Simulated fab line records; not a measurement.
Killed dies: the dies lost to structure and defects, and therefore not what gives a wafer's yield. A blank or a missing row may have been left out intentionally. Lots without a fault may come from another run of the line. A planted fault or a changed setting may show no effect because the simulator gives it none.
Lot-split experiment || flow berkeley_cmos170 || 23 wafers read across 5 lots, on a route 331 steps long

== ON THE SPLIT ==
At UCB170_SPACER_CVD_00 (deposits SiO2 from TEOS/O2, target thk 376 nm, time 47 s), the setting time_s was moved away from the recipe's 47 s on 8 of the 23 wafers read, by -12.3% to -5.6%. All remaining wafers had this setting at the recipe value.

== FROM THE SPLIT TO THE READING: what the file shows between them, 2 steps ==
- UCB170_SPACER_THK_MEAS_01
- UCB170_SPACER_ANNEAL_02: time 1800 s

== THE READING ==
oes_product_au, in a.u., at UCB170_SPACER_ETCHBACK_03 (etches SiO2 in CHF3/CF4/Ar, stops on Si, target depth 376 nm, time 100 s). On this fab line, fault-free wafers typically give 0.902 a.u. with a standard deviation of 0.012 a.u.

{"wafer": "L074.1", "tool, chamber at the split": "pecvd-04, 2", "time_s as run, s": 47, "against the recipe": "recipe", "oes_product_au, a.u.": 0.909, "against lot-mates on the recipe": "-"}
{"wafer": "L074.5", "tool, chamber at the split": "pecvd-04, 2", "time_s as run, s": 47, "against the recipe": "recipe", "oes_product_au, a.u.": 0.917, "against lot-mates on the recipe": "-"}
{"wafer": "L074.6", "tool, chamber at the split": "pecvd-04, 0", "time_s as run, s": 47, "against the recipe": "recipe", "oes_product_au, a.u.": 0.917, "against lot-mates on the recipe": "-"}
{"wafer": "L076.1", "tool, chamber at the split": "pecvd-04, 1", "time_s as run, s": 44.35, "against the recipe": "-5.6%", "oes_product_au, a.u.": 0.850, "against lot-mates on the recipe": -0.058}
{"wafer": "L076.3", "tool, chamber at the split": "pecvd-04, 1", "time_s as run, s": 44.35, "against the recipe": "-5.6%", "oes_product_au, a.u.": 0.854, "against lot-mates on the recipe": -0.054}
{"wafer": "L076.4", "tool, chamber at the split": "pecvd-04, 2", "time_s as run, s": 47, "against the recipe": "recipe", "oes_product_au, a.u.": 0.916, "against lot-mates on the recipe": "-"}
{"wafer": "L076.5", "tool, chamber at the split": "pecvd-04, 2", "time_s as run, s": 44.35, "against the recipe": "-5.6%", "oes_product_au, a.u.": 0.852, "against lot-mates on the recipe": -0.056}
{"wafer": "L076.6", "tool, chamber at the split": "pecvd-04, 1", "time_s as run, s": 47, "against the recipe": "recipe", "oes_product_au, a.u.": 0.900, "against lot-mates on the recipe": "-"}
{"wafer": "L083.1", "tool, chamber at the split": "pecvd-03, 1", "time_s as run, s": 47, "against the recipe": "recipe", "oes_product_au, a.u.": 0.910, "against lot-mates on the recipe": "-"}
{"wafer": "L083.3", "tool, chamber at the split": "pecvd-03, 2", "time_s as run, s": 47, "against the recipe": "recipe", "oes_product_au, a.u.": 0.910, "against lot-mates on the recipe": "-"}
{"wafer": "L083.4", "tool, chamber at the split": "pecvd-03, 1", "time_s as run, s": 47, "against the recipe": "recipe", "oes_product_au, a.u.": 0.909, "against lot-mates on the recipe": "-"}
{"wafer": "L083.5", "tool, chamber at the split": "pecvd-03, 2", "time_s as run, s": 47, "against the recipe": "recipe", "oes_product_au, a.u.": 0.909, "against lot-mates on the recipe": "-"}
{"wafer": "L083.6", "tool, chamber at the split": "pecvd-03, 0", "time_s as run, s": 47, "against the recipe": "recipe", "oes_product_au, a.u.": 0.926, "against lot-mates on the recipe": "-"}
{"wafer": "L085.1", "tool, chamber at the split": "pecvd-04, 2", "time_s as run, s": 41.23, "against the recipe": "-12.3%", "oes_product_au, a.u.": 0.813, "against lot-mates on the recipe": -0.074}
{"wafer": "L085.2", "tool, chamber at the split": "pecvd-04, 1", "time_s as run, s": 47, "against the recipe": "recipe", "oes_product_au, a.u.": 0.868, "against lot-mates on the recipe": "-"}
{"wafer": "L085.4", "tool, chamber at the split": "pecvd-04, 2", "time_s as run, s": 47, "against the recipe": "recipe", "oes_product_au, a.u.": 0.896, "against lot-mates on the recipe": "-"}
{"wafer": "L085.5", "tool, chamber at the split": "pecvd-04, 1", "time_s as run, s": 47, "against the recipe": "recipe", "oes_product_au, a.u.": 0.897, "against lot-mates on the recipe": "-"}
{"wafer": "L085.6", "tool, chamber at the split": "pecvd-04, 0", "time_s as run, s": 41.23, "against the recipe": "-12.3%", "oes_product_au, a.u.": 0.805, "against lot-mates on the recipe": -0.082}
{"wafer": "L084.1", "tool, chamber at the split": "pecvd-03, 2", "time_s as run, s": 43.14, "against the recipe": "-8.2%", "oes_product_au, a.u.": 0.851, "against lot-mates on the recipe": -0.052}
{"wafer": "L084.2", "tool, chamber at the split": "pecvd-03, 0", "time_s as run, s": 47, "against the recipe": "recipe", "oes_product_au, a.u.": 0.885, "against lot-mates on the recipe": "-"}
{"wafer": "L084.4", "tool, chamber at the split": "pecvd-03, 0", "time_s as run, s": 47, "against the recipe": "recipe", "oes_product_au, a.u.": 0.920, "against lot-mates on the recipe": "-"}
{"wafer": "L084.5", "tool, chamber at the split": "pecvd-03, 1", "time_s as run, s": 43.14, "against the recipe": "-8.2%", "oes_product_au, a.u.": 0.861, "against lot-mates on the recipe": -0.042}
{"wafer": "L084.6", "tool, chamber at the split": "pecvd-03, 2", "time_s as run, s": 43.14, "against the recipe": "-8.2%", "oes_product_au, a.u.": 0.850, "against lot-mates on the recipe": -0.053}

THE FIT
A straight line over all 23 wafers: oes_product_au changes by +0.00758 a.u. for each +1% of time_s; r = +0.93; the points scatter about the line by 0.014 a.u.
The same after taking each lot's own level away (the mean of its wafers on the recipe; 23 wafers): +0.00662 a.u. for each +1%; r = +0.93; scatter 0.012 a.u.
According to that fit, moving time_s by its largest amount changes the reading by 0.081 a.u.
From 0.8870 to 0.9143 a.u.: that is the span of the lots' own levels, equal to 2.3 times the standard deviation above.
In other words, the slope is changed by the lot-to-lot level; the two fits disagree.
Check: for one of the wafers moved furthest among these (-12.3%), held out of the fit, the line's prediction against its lot-mates is -0.0857 a.u. It came out at -0.074 a.u. against them.

== OTHER SPLITS ON THESE WAFERS ==
Note: prior to the reading, these wafers also went through further splits. Each is held against what the fit with the lots' levels taken away leaves over:
{"other split on the same wafers": "UCB170_GATE_ETCH_14 pressure_mtorr", "wafers away from the commonest value": 15, "r with oes_product_au (lot level and that fit taken away)": -0.07}
{"other split on the same wafers": "UCB170_NLDD_IMPLANT_08 energy_kev", "wafers away from the commonest value": 9, "r with oes_product_au (lot level and that fit taken away)": "+0.32"}

== THE WHOLE CHAIN: every reading that the file lists as answering this split, in the file's order ==
{"step": "UCB170_SPACER_CVD_00", "what it does": "deposits SiO2 from TEOS/O2, target thk 376 nm, time 47 s", "reading": "SiO2_of_SPACER_CVD_00.thk_nm (the simulator's own value, which no gauge read)", "change (the file's fit)": "+3.74 nm for each +1% of the setting", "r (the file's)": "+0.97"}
{"step": "UCB170_SPACER_THK_MEAS_01", "what it does": "", "reading": "SPACER_TEOS_THK", "change (the file's fit)": "+3.74 for each +1% of the setting", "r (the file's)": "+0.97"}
{"step": "UCB170_SPACER_ETCHBACK_03", "what it does": "etches SiO2 in CHF3/CF4/Ar, stops on Si, target depth 376 nm, time 100 s", "reading": "oes_product_au", "change (the file's fit)": "+0.00668 a.u. for each +1% of the setting", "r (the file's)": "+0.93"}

== FILE'S OWN FIT ==
oes_product_au changes by +0.00668 a.u. for each +1% of time_s, r = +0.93.
